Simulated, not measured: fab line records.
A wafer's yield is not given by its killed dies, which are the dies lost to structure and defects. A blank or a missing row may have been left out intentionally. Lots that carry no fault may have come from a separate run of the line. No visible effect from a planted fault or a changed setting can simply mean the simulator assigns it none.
Split-lot trial + flow berkeley_cmos170 + 5 lots, 23 wafers read, on a route of 331 steps

== ABOUT THE SPLIT ==
At UCB170_ZERO_COAT_01 (resist thk 900 nm), the setting resist_thk_nm was moved away from the recipe's 900 nm on 4 of the 23 wafers read, by -3.4% to +5.7%. This setting was run at the recipe's value on the other wafers.

The reading comes from the split's own step.

== THE READING ==
KrF_of_ZERO_COAT_01.thk_nm (the simulator's own value, which no gauge read), in nm, at UCB170_ZERO_COAT_01 (resist thk 900 nm). There is no usual value for it anywhere in the file. Average 901.9 nm, standard deviation 1.9 nm, over the 19 wafers here run with the recipe.

| wafer  | tool, chamber at the split | resist_thk_nm as run, nm | against the recipe | KrF_of_ZERO_COAT_01.thk_nm, nm | against lot-mates on the recipe |
|--------|----------------------------|--------------------------|--------------------|--------------------------------|---------------------------------|
| L075.1 | litho_track-04, 0          | 900                      | recipe             | 900.7                          | -                               |
| L075.2 | litho_track-04, 0          | 900                      | recipe             | 901.1                          | -                               |
| L075.3 | litho_track-04, 0          | 900                      | recipe             | 901.7                          | -                               |
| L075.4 | litho_track-04, 0          | 900                      | recipe             | 901.9                          | -                               |
| L075.5 | litho_track-04, 0          | 900                      | recipe             | 899.7                          | -                               |
| L079.1 | litho_track-01, 0          | 900                      | recipe             | 903                            | -                               |
| L079.2 | litho_track-01, 0          | 951.6                    | +5.7%              | 955                            | +51.3                           |
| L079.3 | litho_track-01, 0          | 900                      | recipe             | 904.5                          | -                               |
| L079.4 | litho_track-01, 0          | 900                      | recipe             | 903.7                          | -                               |
| L079.5 | litho_track-01, 0          | 951.6                    | +5.7%              | 954.9                          | +51.2                           |
| L080.1 | litho_track-01, 0          | 900                      | recipe             | 899.7                          | -                               |
| L080.3 | litho_track-01, 0          | 869.8                    | -3.4%              | 871.5                          | -29.9                           |
| L080.4 | litho_track-01, 0          | 900                      | recipe             | 902                            | -                               |
| L080.5 | litho_track-01, 0          | 869.8                    | -3.4%              | 869.7                          | -31.7                           |
| L080.6 | litho_track-01, 0          | 900                      | recipe             | 902.4                          | -                               |
| L081.2 | litho_track-03, 0          | 900                      | recipe             | 900.3                          | -                               |
| L081.4 | litho_track-03, 0          | 900                      | recipe             | 898.5                          | -                               |
| L081.5 | litho_track-03, 0          | 900                      | recipe             | 898.5                          | -                               |
| L085.1 | litho_track-03, 0          | 900                      | recipe             | 903.6                          | -                               |
| L085.2 | litho_track-03, 0          | 900                      | recipe             | 904.6                          | -                               |
| L085.3 | litho_track-03, 0          | 900                      | recipe             | 903.5                          | -                               |
| L085.4 | litho_track-03, 0          | 900                      | recipe             | 904.2                          | -                               |
| L085.5 | litho_track-03, 0          | 900                      | recipe             | 903.1                          | -                               |

FIT RESULTS
A straight line over all 23 wafers: KrF_of_ZERO_COAT_01.thk_nm changes by +9.27 nm for each +1% of resist_thk_nm; r = +1.00; the points scatter about the line by 1.8 nm.
The same after taking each lot's own level away (the mean of its wafers on the recipe; 23 wafers): +9 nm for each +1%; r = +1.00; scatter 0.83 nm.
That fit puts the effect of the largest move of resist_thk_nm on the reading at 52 nm.
The lots' own levels span 899.10 to 903.80 nm, that is 2.5 times the standard deviation above.
The two slopes are in agreement: the lot-to-lot level therefore moves the slope only a little.
Check: for one of the wafers moved furthest among these (+5.7%), held out of the fit, the line's prediction against its lot-mates is +51.7 nm. Against them it came out at +51.3 nm.

== THE WHOLE CHAIN: every reading that the file lists as answering this split, in the file's order ==
| step                 | what it does      | reading                                                                     | change (the file's fit)              | r (the file's) |
|----------------------|-------------------|-----------------------------------------------------------------------------|--------------------------------------|----------------|
| UCB170_ZERO_COAT_01  | resist thk 900 nm | KrF_of_ZERO_COAT_01.thk_nm (the simulator's own value, which no gauge read) | +9 nm for each +1% of the setting    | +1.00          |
| UCB170_ZERO_STRIP_07 | strips in O2      | strip_time_to_endpoint_s                                                    | withheld for each +1% of the setting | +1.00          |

== THE FILE'S OWN FIT ==
KrF_of_ZERO_COAT_01.thk_nm changes by +9 nm for each +1% of resist_thk_nm, r = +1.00.
